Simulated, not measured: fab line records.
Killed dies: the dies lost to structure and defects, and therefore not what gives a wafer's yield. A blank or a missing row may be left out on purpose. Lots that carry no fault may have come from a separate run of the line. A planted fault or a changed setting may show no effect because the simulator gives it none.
Split-lot experiment / flow rit cmos / 5 lots, 23 wafers read, on a route of 202 steps

## ABOUT THE SPLIT
At RIT_ACTIVE_EXPOSE_08 (exposes mask M1, target cd 1400 nm), the setting dose mj was moved away from the recipe's 225 on 8 of the 23 wafers read, by -5.1% to +2.9%. This setting was run at the recipe's value on the other wafers.

## FROM THE SPLIT TO THE READING: what the file shows between them, 6 steps
- RIT_ACTIVE_PEB_09
- RIT_ACTIVE_DEVELOP_10: develop time 50 s
- RIT_ACTIVE_CD_MEAS_11: target cd 1400 nm
- RIT_ACTIVE_HARDBAKE_12: time 60 s
- RIT_ACTIVE_ETCH_13: etches Si3N4 in SF6, stops on SiO2, time 210 s, target depth 210 nm
- RIT_ACTIVE_STRIP_14: strips in O2, time 180 s

## THE READING
At RIT_ACTIVE_CD_MEAS_90: cd nm in nanometres, against a target cd of 1400 nm. Fault-free wafers of this fab line usually give 1400.5 nm, standard deviation 1.9 nm.

wafer=L077.1; tool, chamber at the split=iline stepper-01, 0; dose mj as run=225; against the recipe=recipe; cd nm, nm=1400.9; against lot-mates on the recipe=-
wafer=L077.2; tool, chamber at the split=iline stepper-01, 0; dose mj as run=225; against the recipe=recipe; cd nm, nm=1402.2; against lot-mates on the recipe=-
wafer=L077.3; tool, chamber at the split=iline stepper-01, 0; dose mj as run=225; against the recipe=recipe; cd nm, nm=1397.4; against lot-mates on the recipe=-
wafer=L077.4; tool, chamber at the split=iline stepper-01, 0; dose mj as run=225; against the recipe=recipe; cd nm, nm=1401.3; against lot-mates on the recipe=-
wafer=L077.6; tool, chamber at the split=iline stepper-01, 0; dose mj as run=225; against the recipe=recipe; cd nm, nm=1400.7; against lot-mates on the recipe=-
wafer=L078.1; tool, chamber at the split=iline stepper-02, 0; dose mj as run=225; against the recipe=recipe; cd nm, nm=1400.5; against lot-mates on the recipe=-
wafer=L078.3; tool, chamber at the split=iline stepper-02, 0; dose mj as run=225; against the recipe=recipe; cd nm, nm=1400.9; against lot-mates on the recipe=-
wafer=L078.5; tool, chamber at the split=iline stepper-02, 0; dose mj as run=225; against the recipe=recipe; cd nm, nm=1399.8; against lot-mates on the recipe=-
wafer=L079.2; tool, chamber at the split=iline stepper-02, 0; dose mj as run=225; against the recipe=recipe; cd nm, nm=1401.8; against lot-mates on the recipe=-
wafer=L079.3; tool, chamber at the split=iline stepper-02, 0; dose mj as run=225; against the recipe=recipe; cd nm, nm=1400.2; against lot-mates on the recipe=-
wafer=L079.4; tool, chamber at the split=iline stepper-02, 0; dose mj as run=213.5; against the recipe=-5.1%; cd nm, nm=1416.1; against lot-mates on the recipe=+15.1
wafer=L079.5; tool, chamber at the split=iline stepper-02, 0; dose mj as run=213.5; against the recipe=-5.1%; cd nm, nm=1415.4; against lot-mates on the recipe=+14.4
wafer=L079.6; tool, chamber at the split=iline stepper-02, 0; dose mj as run=213.5; against the recipe=-5.1%; cd nm, nm=1416.5; against lot-mates on the recipe=+15.5
wafer=L081.1; tool, chamber at the split=iline stepper-02, 0; dose mj as run=225; against the recipe=recipe; cd nm, nm=1397.9; against lot-mates on the recipe=-
wafer=L081.2; tool, chamber at the split=iline stepper-02, 0; dose mj as run=225; against the recipe=recipe; cd nm, nm=1398.6; against lot-mates on the recipe=-
wafer=L081.4; tool, chamber at the split=iline stepper-02, 0; dose mj as run=231.6; against the recipe=+2.9%; cd nm, nm=1389.1; against lot-mates on the recipe=-9.2
wafer=L081.5; tool, chamber at the split=iline stepper-02, 0; dose mj as run=225; against the recipe=recipe; cd nm, nm=1398.5; against lot-mates on the recipe=-
wafer=L081.6; tool, chamber at the split=iline stepper-02, 0; dose mj as run=231.6; against the recipe=+2.9%; cd nm, nm=1389.9; against lot-mates on the recipe=-8.4
wafer=L084.1; tool, chamber at the split=iline stepper-01, 0; dose mj as run=225; against the recipe=recipe; cd nm, nm=1399.6; against lot-mates on the recipe=-
wafer=L084.2; tool, chamber at the split=iline stepper-01, 0; dose mj as run=225; against the recipe=recipe; cd nm, nm=1393.8; against lot-mates on the recipe=-
wafer=L084.3; tool, chamber at the split=iline stepper-01, 0; dose mj as run=219.6; against the recipe=-2.4%; cd nm, nm=1407.1; against lot-mates on the recipe=+10.4
wafer=L084.4; tool, chamber at the split=iline stepper-01, 0; dose mj as run=219.6; against the recipe=-2.4%; cd nm, nm=1401.5; against lot-mates on the recipe=+4.8
wafer=L084.5; tool, chamber at the split=iline stepper-01, 0; dose mj as run=219.6; against the recipe=-2.4%; cd nm, nm=1408.2; against lot-mates on the recipe=+11.5

THE FIT
A straight line over all 23 wafers: cd nm changes by -3.17 nm for each +1% of dose mj; r = -0.95; the points scatter about the line by 2.2 nm.
The same after taking each lot's own level away (the mean of its wafers on the recipe; 23 wafers): -3.04 nm for each +1%; r = -0.97; scatter 1.8 nm.
According to that fit, moving dose mj by its largest amount changes the reading by 16 nm.
Across the lots, their own levels run from 1396.70 to 1401.00 nm, a range of 2.3 times the standard deviation given above.
So the lot-to-lot level changes the slope little: the two slopes agree.
Check: +15.9 nm against its lot-mates is what the line predicts for one of the wafers moved furthest among these (-5.1%) when that wafer is left out of the fit. It came out at +15.1 nm against them.

## THESE WAFERS: OTHER SPLITS
These wafers also went through other splits before the reading. Each is held against what the fit with the lots' levels taken away leaves over:
other split on the same wafers=RIT_ACTIVE_COAT_06 resist thk nm; wafers away from the commonest value=4; r with cd nm (lot level and that fit taken away)=+0.53

## THE WHOLE CHAIN: every reading that the file lists as answering this split, in the file's order
step=RIT_ACTIVE_CD_MEAS_11; what it does=target cd 1400 nm; reading=cd nm; change (the file's fit)=-3.09 nm for each +1% of the setting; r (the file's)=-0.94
step=RIT_ACTIVE_ETCH_13; what it does=etches Si3N4 in SF6, stops on SiO2, time 210 s, target depth 210 nm; reading=ACTIVE.cd nm (the simulator's own value, which no gauge read); change (the file's fit)=-3.06 nm for each +1% of the setting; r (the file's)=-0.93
step=RIT_ACTIVE_CD_MEAS_90; what it does=target cd 1400 nm; reading=cd nm; change (the file's fit)=-3.06 nm for each +1% of the setting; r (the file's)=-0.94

## THE FILE'S OWN FIT
cd nm changes by -3.06 nm for each +1% of dose mj, r = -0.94.
